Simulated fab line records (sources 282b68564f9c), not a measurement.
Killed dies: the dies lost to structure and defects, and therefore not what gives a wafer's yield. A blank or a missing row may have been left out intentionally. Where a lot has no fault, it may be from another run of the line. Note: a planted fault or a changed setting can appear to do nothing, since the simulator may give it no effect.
Which tool is to blame? ; flow rit_cmos ; Sampling: 7 lots, 21 wafers, 2 of 202 route steps

== WHAT THE GAUGES SHOWED, per wafer ==
RIT_SDANNEAL_RS_MEAS_04: the measuring method here is four-point-probe.
lot;measured;on;PSD_RS (ohm/sq)
L246;day 3 07:02;film_metro-03;115.73 115.37 115.61
L248;day 3 16:37;film_metro-01;115.66 115.56 115.44
L253;day 4 19:23;film_metro-01;115.97 116.02 115.75
L255;day 5 05:42;film_metro-01;116.10 116.42 116.42
L260;day 6 08:57;film_metro-02;115.82 115.47 116.00
L263;day 6 20:22;film_metro-02;115.84 116.10 115.68
L267;day 7 16:20;film_metro-02;115.45 115.89 115.72

== EACH LOT AND THE TOOL THAT RAN IT (in order: tool; ch and the chambers of the sampled wafers; start) ==
lot;RIT_PRETRO_STRIP_09
L246;plasma_asher-01 ch 0,1, day 2 12:47
L248;plasma_asher-02 ch 0,1, day 2 22:13
L253;plasma_asher-01 ch 0,1, day 3 23:59
L255;plasma_asher-02 ch 0,1, day 4 11:57
L260;plasma_asher-02 ch 0,1, day 5 11:57
L263;plasma_asher-02 ch 1, day 6 01:47
L267;plasma_asher-01 ch 0,1, day 6 22:05
- RIT_PRETRO_STRIP_09: strips in O2, time 180 s.

== THE ANSWER, worked out from the rows above alone ==
Rule: the lots themselves supply what counts as usual. The widest of any qualifying gaps counts: lots, ordered by their means at a reading, are off when they make up no more than a third of the lots, leave a main group of 4 or more, and stand apart from it by 3 or more times the standard deviation of that group's means. If all means in a main group match to the digits the tables above print for the reading, that group is not used. Also off: a lot with no number at a reading for which 4 or more lots have one. Any other lot the step has rows for is counted as sound.
Across all readings shown, no lot is off: no conclusion can be drawn from this.

== WHAT THE SIMULATOR HAD PUT IN ==
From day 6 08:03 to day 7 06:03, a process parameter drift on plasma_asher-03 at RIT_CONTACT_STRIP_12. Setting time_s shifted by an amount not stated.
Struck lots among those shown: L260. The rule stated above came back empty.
